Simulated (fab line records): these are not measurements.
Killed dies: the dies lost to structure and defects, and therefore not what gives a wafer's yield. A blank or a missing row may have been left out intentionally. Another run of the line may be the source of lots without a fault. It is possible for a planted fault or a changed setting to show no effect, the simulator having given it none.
Struck lot and sound lot, side by side	flow rit-cmos	15 out of 202 route steps
Sound: the wafers L872.3, L872.4, L872.6. Wafers L874.1, L874.3, L874.4 were the ones struck. The cause comes at the end.
Each step with rows lists, per side, the tool, then ch with its chambers, then its first start. Under that, the readings that differ: sound wafers	struck wafers	difference of the means	sigmas: that difference in standard deviations of wafers without a fault.
alike: readings with means less than 2 such deviations apart, plus words and numbers identical on both sides. not compared: withheld readings, readings lacking a value on some wafer, bounds such as >300 that could conceal the same value, and numbers that have no deviation in the record and whose values overlap.
The two part at a step that has a row with sigmas, a row that says differs or no value, or rows on one side only. Numbers that don't overlap but have no deviation are shown without sigmas and don't part them. A reading that every wafer of one side lacks parts them only if that side has two wafers or more.

first, 5 steps without rows for these wafers: RIT_NRETRO_COAT_01 (resist thk 1300 nm); RIT_NRETRO_SOFTBAKE_02 (time 60 s); RIT_NRETRO_EXPOSE_03 (exposes mask M4, target cd 43900 nm); RIT_NRETRO_PEB_04; RIT_NRETRO_DEVELOP_05 (develop time 68 s).
RIT_NRETRO_OVL_MEAS_06:
  sound on overlay-02, day 4 17:47; struck on overlay-01, day 5 03:53
  alike: NRETRO_OVL
then, 2 steps without rows for these wafers: RIT_NRETRO_HARDBAKE_07 (time 120 s); RIT_NRETRO_IMPLANT_08.
RIT_NRETRO_STRIP_09: strips in O2, time 180 s.
  sound on plasma-asher-01 ch 0,1, day 4 18:16; struck on plasma-asher-01 ch 0,1, day 5 04:19
  alike: drypump-motor-current-A, o2-flow-sccm
  not compared: rf-hours-counter-h
RIT_NRETRO_TW_MEAS_10:
  sound on film-metro-04, day 4 18:24; struck on film-metro-04, day 5 04:29
  alike: NRETRO_TW
then, 2 steps without rows for these wafers: RIT_PRETRO_HMDS_00 (prime time 60 s); RIT_PRETRO_COAT_01 (resist thk 1300 nm).
RIT_PRETRO_SOFTBAKE_02: time 60 s.
  sound on litho-track-02 ch 0, day 4 18:47; struck on litho-track-03 ch 0, day 5 04:54
reading	sound	struck	difference	sigmas
heater-power-total-W (W)	34.61 34.50 34.63	34.23 34.31 34.24	-0.32	-6
plate-temp-C (C)	89.79 89.92 89.90	89.37 89.23 89.44	-0.52	-4
  alike: chill-plate-temp-C
then, 1 step without rows for these wafers: RIT_PRETRO_EXPOSE_03 (exposes mask M5, target cd 43700 nm).
RIT_M1_PROBE_99:
  only the struck wafers here have rows in the record (prober-01, day 6 08:56); the sound ones have none

WHERE THEY PART
First at RIT_PRETRO_SOFTBAKE_02; last, within this record, at RIT_M1_PROBE_99.

WHY: whatever the simulator had introduced
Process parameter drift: litho-track-03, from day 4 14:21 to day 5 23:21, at RIT_PRETRO_SOFTBAKE_02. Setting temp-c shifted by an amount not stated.
